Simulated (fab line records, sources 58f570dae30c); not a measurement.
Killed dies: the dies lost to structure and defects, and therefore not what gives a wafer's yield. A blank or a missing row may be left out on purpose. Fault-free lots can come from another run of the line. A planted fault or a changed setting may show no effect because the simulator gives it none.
Which of the tools did it?    flow berkeley_cmos170    13 lots with 39 wafers sampled at 4 steps, on a route of 331 steps

WHAT THE GAUGES SHOWED, per wafer
UCB170_NWELL_THK_MEAS_02.
lot   measured     on             NWELL_OXIDE_THK (nm)
L543  day 2 02:19  film_metro-03  27.1 27.2 27.3
L544  day 2 08:02  film_metro-02  26.2 25.9 26.1
L545  day 2 16:17  film_metro-03  26.0 26.2 26.0
L547  day 2 23:52  film_metro-03  25.6 26.1 25.4
L548  day 2 23:52  film_metro-04  26.2 26.3 26.1
L549  day 3 05:38  film_metro-04  26.1 26.3 26.8
L551  day 3 15:10  film_metro-04  26.2 26.2 26.2
L552  day 3 18:19  film_metro-04  25.9 26.1 26.5
L553  day 3 23:47  film_metro-03  25.8 25.3 25.9
L554  day 4 07:06  film_metro-03  25.6 25.5 25.7
L558  day 5 05:38  film_metro-02  26.7 27.0 26.9
L563  day 6 02:19  film_metro-02  26.5 26.5 26.7
L566  day 6 19:55  film_metro-04  25.6 25.4 25.6

UCB170_GATE_THK_MEAS_05.
lot   measured      on             GATE_POLY_THK (nm)
L543  day 6 07:52   film_metro-02  212.1 211.3 212.2
L544  day 6 21:14   film_metro-01  212.5 213.3 213.0
L545  day 6 21:17   film_metro-02  213.6 213.4 211.7
L547  day 6 21:13   film_metro-02  216.9 216.9 216.0
L548  day 7 06:41   film_metro-02  211.0 212.4 211.0
L549  day 7 06:41   film_metro-01  211.4 211.5 211.0
L551  day 7 21:18   film_metro-02  211.2 212.0 211.6
L552  day 7 21:14   film_metro-01  212.1 213.6 214.2
L553  day 7 21:15   film_metro-02  211.3 214.0 213.5
L554  day 8 06:11   film_metro-03  211.3 212.6 211.7
L558  day 9 00:19   film_metro-03  213.6 213.4 214.9
L563  day 10 06:53  film_metro-03  103.9 103.2 105.7 104.0 103.2 105.7
L566  day 11 00:11  film_metro-03  212.5 211.9 212.1

TOOL THAT RAN EACH LOT (tool first, then ch and the chambers of the sampled wafers, then the start)
lot   UCB170_ZERO_ETCH_06                UCB170_GATE_CVD_04
L543  rie_diel-02 ch 0,1,2, day 1 19:55  lpcvd-01 ch 0, day 6 06:28
L544  rie_diel-01 ch 0,1,3, day 2 02:33  lpcvd-02 ch 0, day 6 19:49
L545  rie_diel-01 ch 0,1,3, day 2 09:19  lpcvd-02 ch 1, day 6 19:49
L547  rie_diel-02 ch 0,1,3, day 2 16:54  lpcvd-02 ch 0, day 6 19:49
L548  rie_diel-03 ch 1,2,3, day 2 22:07  lpcvd-01 ch 1, day 7 05:17
L549  rie_diel-02 ch 0,2,3, day 3 00:37  lpcvd-01 ch 0, day 7 05:17
L551  rie_diel-03 ch 0,1,3, day 3 13:22  lpcvd-02 ch 0, day 7 19:50
L552  rie_diel-02 ch 0,2,3, day 3 14:43  lpcvd-02 ch 1, day 7 19:50
L553  rie_diel-02 ch 2,3, day 3 19:07    lpcvd-02 ch 1, day 7 19:50
L554  rie_diel-01 ch 0,2, day 4 03:22    lpcvd-02 ch 0, day 8 04:47
L558  rie_diel-02 ch 1,2,3, day 5 00:38  lpcvd-02 ch 1, day 8 22:53
L563  rie_diel-01 ch 1,3, day 5 23:11    lpcvd-01 ch 0, day 10 05:29
L566  rie_diel-01 ch 0,1,2, day 6 16:16  lpcvd-01 ch 1, day 10 22:46
- UCB170_ZERO_ETCH_06: etches SiO2 in CHF3/CF4/Ar, time 12 s.
- UCB170_GATE_CVD_04: deposits poly-Si from SiH4, time 1440 s, target thk 214 nm.

AS READ BY THE TOOLS THEMSELVES (means over the sampled wafers that have a number; for cases with no such wafer, the mark the record gives instead)
UCB170_ZERO_ETCH_06.
lot   tool         drypump_motor_current_A (A)  oes_product_au (a.u.)  throttle_valve_pct (%)
L543  rie_diel-02  5.8                          0.614                  9.26
L544  rie_diel-01  5.4                          0.626                  9.09
L545  rie_diel-01  5.4                          0.621                  9.09
L547  rie_diel-02  5.5                          0.616                  9.32
L548  rie_diel-03  5.4                          0.609                  9.06
L549  rie_diel-02  5.8                          0.621                  9.22
L551  rie_diel-03  5.6                          0.605                  9.12
L552  rie_diel-02  5.8                          0.614                  9.25
L553  rie_diel-02  6.1                          0.611                  9.11
L554  rie_diel-01  5.8                          0.635                  9.24
L558  rie_diel-02  5.8                          0.612                  9.20
L563  rie_diel-01  5.5                          0.621                  9.01
L566  rie_diel-01  5.6                          0.619                  9.18

UCB170_GATE_CVD_04.
lot   tool      sih4_flow_sccm (sccm)
L543  lpcvd-01  120.6
L544  lpcvd-02  120.0
L545  lpcvd-02  119.9
L547  lpcvd-02  119.8
L548  lpcvd-01  120.0
L549  lpcvd-01  120.2
L551  lpcvd-02  119.4
L552  lpcvd-02  120.1
L553  lpcvd-02  120.0
L554  lpcvd-02  119.8
L558  lpcvd-02  119.7
L563  lpcvd-01  60.1
L566  lpcvd-01  120.5

THE ANSWER, worked out from the rows above alone
Rule: the usual values come from the lots themselves. The widest of any qualifying gaps counts: lots, ordered by their means at a reading, are off when they make up no more than a third of the lots, leave a main group of 4 or more, and stand apart from it by 3 or more times the standard deviation of that group's means. The tables above print the reading to a certain number of digits; a main group whose means all agree to those digits is not used. Also off: a lot with no number at a reading for which 4 or more lots have one. Where the step has rows for the other lots, those lots are counted as sound. After the gauges, taken in route order, come the tools' own readings; for these a lot's mean is taken, as printed above. At the first step where some lot is off, the reading lying furthest off is the one used; lots without a number count as furthest.
Off: L563, at UCB170_GATE_THK_MEAS_05 (GATE_POLY_THK). Main group: mean 212.7 nm, sd 1.4.
A tool fits if, at a process step before that reading, it ran every lot that is off, and no sound lot after the first of them. Not tried: the gauges at UCB170_GATE_THK_MEAS_05; whatever is off there is also off at UCB170_GATE_CVD_04, on other tools, and gauge error can't account for it. Not one of the candidates tried fits.

WHAT THE SIMULATOR HAD INSERTED
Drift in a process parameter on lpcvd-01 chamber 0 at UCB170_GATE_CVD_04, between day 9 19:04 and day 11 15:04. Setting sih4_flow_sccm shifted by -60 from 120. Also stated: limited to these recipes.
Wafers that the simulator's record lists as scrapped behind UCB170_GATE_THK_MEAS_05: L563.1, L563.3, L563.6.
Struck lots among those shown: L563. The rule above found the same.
